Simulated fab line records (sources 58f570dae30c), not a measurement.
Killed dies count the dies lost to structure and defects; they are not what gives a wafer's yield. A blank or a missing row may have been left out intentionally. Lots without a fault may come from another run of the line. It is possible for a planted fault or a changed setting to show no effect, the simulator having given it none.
Code-filled problem report in 8D (eight disciplines) form + flow berkeley cmos170 + the parts of the form that need people (team, actions taken, sign-off) are left out

== 1. THE ISSUE ==
V1_POLISHED_THK at UCB170_V1_THK_MEAS_04 reads a mean of 923.5 nm on 2 wafers of 1 lot; wafers without a fault read 999.8 nm with a standard deviation of 1.3. That is -59 standard deviations from the usual mean.
First observed at day 12 15:41: wafer L628.1, on film metro-02. At this step, 39 wafers from 13 lots have a number in the record. Rule for "out", or "out of limits": more than 4 standard deviations from the usual mean. Any other wafer with a number is counted as sound.

== 2. WHAT IT IS; WHAT IT IS NOT ==
| question                    | is                | is not                                                                          |
|-----------------------------|-------------------|---------------------------------------------------------------------------------|
| which readings at this step | V1_POLISHED_THK   | -                                                                               |
| which lots                  | L628              | L611, L612, L614, L615, L616, L617, L618, L626, L627, L629, L630, L632          |
| which wafers of those lots  | L628.1, L628.5    | L628.2                                                                          |
| read on which gauges        | film metro-02     | film metro-01, film metro-04                                                    |
| when                        | from day 12 15:41 | up to then (28 sound wafers); but 9 sound wafers of L629, L630, L632 came after |

== 3. WHAT RULES OUT EACH SUSPECT ==
Counting: if a tool at a process step up to the reading ran every lot that is out, it stays a suspect. Sound lots after the first of them don't rule it out here, since some wafers of a struck lot are sound.
- the gauge at UCB170_V1_THK_MEAS_04: kept. All the wafers that are out were read on film metro-02, and no step on other tools shows them out.
- rie diel-04 at UCB170_M1_ETCH_11 (etches BARC in N2/H2): kept. It processed L628, the lot that is out, at day 12 13:20, and its most recent sound lot before then was L627 at day 12 09:46.
- pecvd-01 at UCB170_V1_CVD_00 (deposits SiO2 from TEOS/O2, target thk 2000 nm, time 250 s): kept. It processed L628, the lot that is out, at day 12 15:04, and its most recent sound lot before then was L615 at day 10 18:47.
- Within rie diel-04 at UCB170_M1_ETCH_11: the wafers that are out ran in chambers 1, 2; their sound lot-mates ran in chamber 0.
- Within pecvd-01 at UCB170_V1_CVD_00: the wafers that are out ran in chamber 0; their sound lot-mates ran in chamber 2.
rie diel-04 at UCB170_M1_ETCH_11, pecvd-01 at UCB170_V1_CVD_00 and film metro-02 at UCB170_V1_THK_MEAS_04 are what is left after counting.

== 4. THE CAUSE (what the simulator had put in) ==
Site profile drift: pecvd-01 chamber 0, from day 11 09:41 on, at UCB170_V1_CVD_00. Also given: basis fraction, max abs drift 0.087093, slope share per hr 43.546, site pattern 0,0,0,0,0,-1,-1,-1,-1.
This tool is one of the 3 suspects left after counting.

== 5. THE CHAIN OF EFFECTS, in route order ==
Rows list readings where the struck wafers' mean (over those with a number) sits beyond 3 standard deviations from the usual. Scope: only readings with a usual standard deviation given in the record; hours: median across lots of the time from each lot's start at the first step in this table that gives one to its start at this step; sigmas: change in usual standard deviations.
| hours | step                  | reading         | usual    | on struck wafers | change | sigmas |
|-------|-----------------------|-----------------|----------|------------------|--------|--------|
| 0     | UCB170_V1_THK_MEAS_04 | V1_POLISHED_THK | 999.8 nm | 923.5            | -76.3  | -59    |
Later steps that measure or inspect, where all struck wafers having a row at the step show a number for every such reading and not one has moved that far: UCB170_M2_RS_MEAS_02.

== 6. HOW IT WOULD HAVE BEEN CAUGHT EARLIER ==
In this record the first reading out of limits at a measuring or inspecting step was taken at day 12 15:41, 30 hours after the fault began at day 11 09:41.
Tool readings at UCB170_V1_CVD_00 with a usual standard deviation given in the record: none out on any struck wafer, hence no alarm at a limit of 4 standard deviations on them.
Each of the lots that are out, 1 in all, had begun UCB170_V1_CVD_00 on pecvd-01 no later than day 12 15:41. Had the tool been put on hold then, not one of them would have been saved.
